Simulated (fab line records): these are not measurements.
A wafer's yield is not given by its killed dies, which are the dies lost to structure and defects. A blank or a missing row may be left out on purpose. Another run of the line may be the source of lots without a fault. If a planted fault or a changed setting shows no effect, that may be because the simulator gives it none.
Which tool is to blame? :: flow berkeley_cmos170 :: Sampling: 14 lots, 42 wafers, 2 of 331 route steps

== WHAT EACH GAUGE READ, for each wafer ==
UCB170_V2_THK_MEAS_01.
lot: L632
measured: day 8 21:03
on: film_metro-03
V2_TEOS_THK (nm): 1980 2017 2014

lot: L631
measured: day 8 21:26
on: film_metro-03
V2_TEOS_THK (nm): 2034 2024 2042

lot: L634
measured: day 9 08:51
on: film_metro-03
V2_TEOS_THK (nm): 2018 2033 2226

lot: L635
measured: day 9 08:58
on: film_metro-04
V2_TEOS_THK (nm): 2007 2001 2052

lot: L638
measured: day 10 08:01
on: film_metro-02
V2_TEOS_THK (nm): 1992 1974 1999

lot: L636
measured: day 10 08:44
on: film_metro-02
V2_TEOS_THK (nm): 2010 2027 2217

lot: L644
measured: day 10 22:14
on: film_metro-02
V2_TEOS_THK (nm): 2006 2032 2020

lot: L643
measured: day 11 00:13
on: film_metro-02
V2_TEOS_THK (nm): 2028 2044 2032

lot: L646
measured: day 11 07:52
on: film_metro-02
V2_TEOS_THK (nm): 2001 2005 1980

lot: L648
measured: day 11 13:47
on: film_metro-03
V2_TEOS_THK (nm): 1974 2026 2010

lot: L649
measured: day 11 14:35
on: film_metro-02
V2_TEOS_THK (nm): 1951 1983 1993

lot: L651
measured: day 12 01:34
on: film_metro-02
V2_TEOS_THK (nm): 1990 2029 2046

lot: L650
measured: day 12 01:46
on: film_metro-03
V2_TEOS_THK (nm): 1990 2009 2028

lot: L652
measured: day 12 13:07
on: film_metro-03
V2_TEOS_THK (nm): 1952 1983 2032

== EACH LOT AND THE TOOL THAT RAN IT (in order: tool; ch and the chambers of the sampled wafers; start) ==
lot: L632
UCB170_V2_CVD_00: pecvd-02 ch 0,1,2, day 8 20:54

lot: L631
UCB170_V2_CVD_00: pecvd-02 ch 0,1,2, day 8 21:15

lot: L634
UCB170_V2_CVD_00: pecvd-02 ch 0,1,2, day 9 08:41

lot: L635
UCB170_V2_CVD_00: pecvd-01 ch 1,2, day 9 08:49

lot: L638
UCB170_V2_CVD_00: pecvd-04 ch 0,1,2, day 10 07:52

lot: L636
UCB170_V2_CVD_00: pecvd-02 ch 0,1,2, day 10 08:34

lot: L644
UCB170_V2_CVD_00: pecvd-04 ch 1,2, day 10 22:04

lot: L643
UCB170_V2_CVD_00: pecvd-04 ch 0,2, day 11 00:02

lot: L646
UCB170_V2_CVD_00: pecvd-01 ch 0,2, day 11 07:42

lot: L648
UCB170_V2_CVD_00: pecvd-01 ch 0,1, day 11 13:33

lot: L649
UCB170_V2_CVD_00: pecvd-04 ch 1,2, day 11 14:21

lot: L651
UCB170_V2_CVD_00: pecvd-04 ch 0,2, day 12 01:25

lot: L650
UCB170_V2_CVD_00: pecvd-01 ch 0,1, day 12 01:32

lot: L652
UCB170_V2_CVD_00: pecvd-01 ch 0,1,2, day 12 12:58
- UCB170_V2_CVD_00: deposits SiO2 from TEOS/O2, target thk 2000 nm, time 250 s.

== WHAT THE TOOLS THEMSELVES READ (means of the sampled wafers that have a number; where no wafer has one, the mark that the record gives instead) ==
UCB170_V2_CVD_00.
lot: L632
tool: pecvd-02
heater_power_w (W): 229

lot: L631
tool: pecvd-02
heater_power_w (W): 214

lot: L634
tool: pecvd-02
heater_power_w (W): 264

lot: L635
tool: pecvd-01
heater_power_w (W): 281

lot: L638
tool: pecvd-04
heater_power_w (W): 209

lot: L636
tool: pecvd-02
heater_power_w (W): 234

lot: L644
tool: pecvd-04
heater_power_w (W): 210

lot: L643
tool: pecvd-04
heater_power_w (W): 214

lot: L646
tool: pecvd-01
heater_power_w (W): 245

lot: L648
tool: pecvd-01
heater_power_w (W): 266

lot: L649
tool: pecvd-04
heater_power_w (W): 224

lot: L651
tool: pecvd-04
heater_power_w (W): 241

lot: L650
tool: pecvd-01
heater_power_w (W): 285

lot: L652
tool: pecvd-01
heater_power_w (W): 284

== THE ANSWER, worked out from the rows above alone ==
Rule: usual is defined by the lots themselves. Put in order of their means at a reading, lots are off if they are a third of the lots or fewer, leave a main group of 4 or more, and stand apart from it by a gap of 3 or more times the standard deviation of the main group's means; of several such gaps the widest counts. The tables above print the reading to a certain number of digits; a main group whose means all agree to those digits is not used. Also off: a lot with no number at a reading for which 4 or more lots have one. Any other lot the step has rows for is counted as sound. Order of review: gauges by route order, followed by the tools' own readings, for which a lot's mean as printed above is used. The first step at which some lot is off is used, and at that step the reading that is off furthest; a lot without a number counts as furthest.
None of the lots is off at any reading shown; this tells nothing.

== WHAT THE SIMULATOR HAD INSERTED ==
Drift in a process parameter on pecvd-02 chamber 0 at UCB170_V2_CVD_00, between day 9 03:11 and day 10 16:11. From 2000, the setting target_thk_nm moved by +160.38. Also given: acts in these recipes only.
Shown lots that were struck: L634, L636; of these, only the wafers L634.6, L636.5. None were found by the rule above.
